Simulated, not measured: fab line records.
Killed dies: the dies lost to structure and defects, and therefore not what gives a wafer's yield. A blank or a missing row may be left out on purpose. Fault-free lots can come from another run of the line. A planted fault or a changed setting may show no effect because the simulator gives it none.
Comparing a struck lot with a sound one    flow ritCmos    44 steps out of a route of 202
Sound: these wafers, L657.1, L657.3, L657.6. Wafers L653.3, L653.4, L653.5 were the ones struck. At the end, the cause is stated.
Per side, at each step with rows, come the tool, then ch with its chambers, and then its first start. Under that, the readings that differ: sound wafers    struck wafers    difference of the means    sigmas: that difference in standard deviations of wafers without a fault.
alike: a reading whose means differ by less than 2 such deviations, as well as words and numbers matching on both sides. not compared: withheld readings; readings where some wafer has no value; bounds like >300 that might hide an equal value; numbers whose values overlap and for which the record gives no deviation.
A row with sigmas, a row that says differs or no value, or rows on one side alone: a step with any of these is where the two part. Numbers that don't overlap but have no deviation are shown without sigmas and don't part them. Lack of a reading on every wafer of one side parts them only where that side has two or more wafers.

first, 3 steps without rows for these wafers: RIT_REOX_CLEAN_01 (cleans in dHF, time 30 s); RIT_REOX_CLEAN_02 (cleans in SC2, time 600 s); RIT_REOX_OXIDATION_03 (target thk 25.2 nm, ox time 5580 s).
RIT_REOX_THK_MEAS_04:
  struck on filmMetro-01, day 6 05:15; sound on filmMetro-01, day 7 01:37
  alike: REOX_OXIDE_THK
then, 6 steps without rows for these wafers: RIT_NLDD_HMDS_00 (prime time 60 s); RIT_NLDD_COAT_01 (resist thk 1000 nm); RIT_NLDD_SOFTBAKE_02 (time 60 s); RIT_NLDD_EXPOSE_03 (exposes mask M7, target cd 40700 nm); RIT_NLDD_PEB_04; RIT_NLDD_DEVELOP_05 (develop time 50 s).
RIT_NLDD_OVL_MEAS_06:
  struck on overlay-01, day 6 06:16; sound on overlay-01, day 7 02:32
  alike: NLDD_OVL
then, 1 step without rows for these wafers: RIT_NLDD_HARDBAKE_07 (time 60 s).
RIT_NLDD_IMPLANT_08:
  sound on implanter-02 ch 0, day 7 02:43; struck on implanter-04 ch 0, day 6 07:04
  alike: doseIonsCm2
RIT_NLDD_STRIP_09: strips in O2, time 180 s.
  sound on plasmaAsher-03 ch 0,1, day 7 02:52; struck on plasmaAsher-02 ch 0,1, day 6 07:33
  alike: drypumpMotorCurrentA
  not compared: rfHoursCounterH
RIT_NLDD_TW_MEAS_10:
  struck on filmMetro-04, day 6 07:41; sound on filmMetro-04, day 7 03:02
reading  sound           struck          difference  sigmas
NLDD_TW  2485 2480 2491  2923 2928 2934  +443        +37
then, 6 steps without rows for these wafers: RIT_PLDD_HMDS_00 (prime time 60 s); RIT_PLDD_COAT_01 (resist thk 1000 nm); RIT_PLDD_SOFTBAKE_02 (time 60 s); RIT_PLDD_EXPOSE_03 (exposes mask M8, target cd 40900 nm); RIT_PLDD_PEB_04; RIT_PLDD_DEVELOP_05 (develop time 50 s).
RIT_PLDD_OVL_MEAS_06:
  struck on overlay-01, day 6 08:35; sound on overlay-02, day 7 03:57
  alike: PLDD_OVL
then, 2 steps without rows for these wafers: RIT_PLDD_HARDBAKE_07 (time 60 s); RIT_PLDD_IMPLANT_08.
RIT_PLDD_STRIP_09: strips in O2, time 180 s.
  sound on plasmaAsher-01 ch 0, day 7 04:17; struck on plasmaAsher-03 ch 0,1, day 6 08:59
  alike: drypumpMotorCurrentA
  not compared: rfHoursCounterH
RIT_PLDD_TW_MEAS_10:
  struck on filmMetro-04, day 6 09:11; sound on filmMetro-04, day 7 04:28
  alike: PLDD_TW
then, 4 steps without rows for these wafers: RIT_SPACER_CLEAN_00 (cleans in SC1, time 600 s); RIT_SPACER_CLEAN_01 (cleans in dHF, time 30 s); RIT_SPACER_CLEAN_02 (cleans in SC2, time 600 s); RIT_SPACER_CVD_03 (deposits Si3N4 from SiH2Cl2/NH3, target thk 250 nm, time 3300 s).
RIT_SPACER_THK_MEAS_04:
  struck on filmMetro-01, day 6 14:03; sound on filmMetro-01, day 7 08:53
reading                  sound              struck             difference  sigmas
SPACER_NITRIDE_THK (nm)  247.9 245.7 248.1  254.1 252.4 254.9  +6.6        +3
RIT_SPACER_ETCHBACK_05: etches Si3N4 in SF6/CHF3, stops on SiO2, target depth 250 nm, time 240 s.
  sound on rieDiel-03 ch 1,2, day 7 08:56; struck on rieDiel-04 ch 2,3, day 6 14:05
reading               sound              struck             difference  sigmas
throttleValvePct (%)  10.19 10.26 10.27  10.48 10.53 10.54  +0.28       +2
  alike: drypumpMotorCurrentA, oesProductAu
  not compared: rfHoursCounterH
then, 6 steps without rows for these wafers: RIT_NSD_HMDS_00 (prime time 60 s); RIT_NSD_COAT_01 (resist thk 1000 nm); RIT_NSD_SOFTBAKE_02 (time 60 s); RIT_NSD_EXPOSE_03 (exposes mask M9, target cd 40700 nm); RIT_NSD_PEB_04; RIT_NSD_DEVELOP_05 (develop time 50 s).
RIT_NSD_OVL_MEAS_06:
  struck on overlay-01, day 6 15:38; sound on overlay-01, day 7 10:04
  alike: NSD_OVL
then, 2 steps without rows for these wafers: RIT_NSD_HARDBAKE_07 (time 60 s); RIT_NSD_IMPLANT_08.
RIT_NSD_STRIP_09: strips in O2, time 180 s.
  sound on plasmaAsher-01 ch 0, day 7 10:24; struck on plasmaAsher-02 ch 0,1, day 6 16:05
  alike: drypumpMotorCurrentA
  not compared: rfHoursCounterH
RIT_SDANNEAL_RS_MEAS_07: uses a four-point probe to measure.
  struck on filmMetro-02, day 6 19:14; sound on filmMetro-02, day 7 12:59
reading           sound              struck          difference  sigmas
NLDD_RS (ohm/sq)  153.0 153.1 153.1  86.6 86.7 86.8  -66.4       -99 or more
RIT_M1_PROBE_99:
  struck on prober-02, day 7 03:25; sound on prober-02, day 7 22:01
reading           sound  struck  difference  sigmas
killedAtContacts  0 0 0  1 0 1   +1          +2
  alike: killedAtFrontEnd, killedDies, killedOpen, killedShort

== WHERE THEY PART ==
Last at RIT_M1_PROBE_99 as far as this record goes, first at RIT_NLDD_TW_MEAS_10.

WHY: what the simulator had put in
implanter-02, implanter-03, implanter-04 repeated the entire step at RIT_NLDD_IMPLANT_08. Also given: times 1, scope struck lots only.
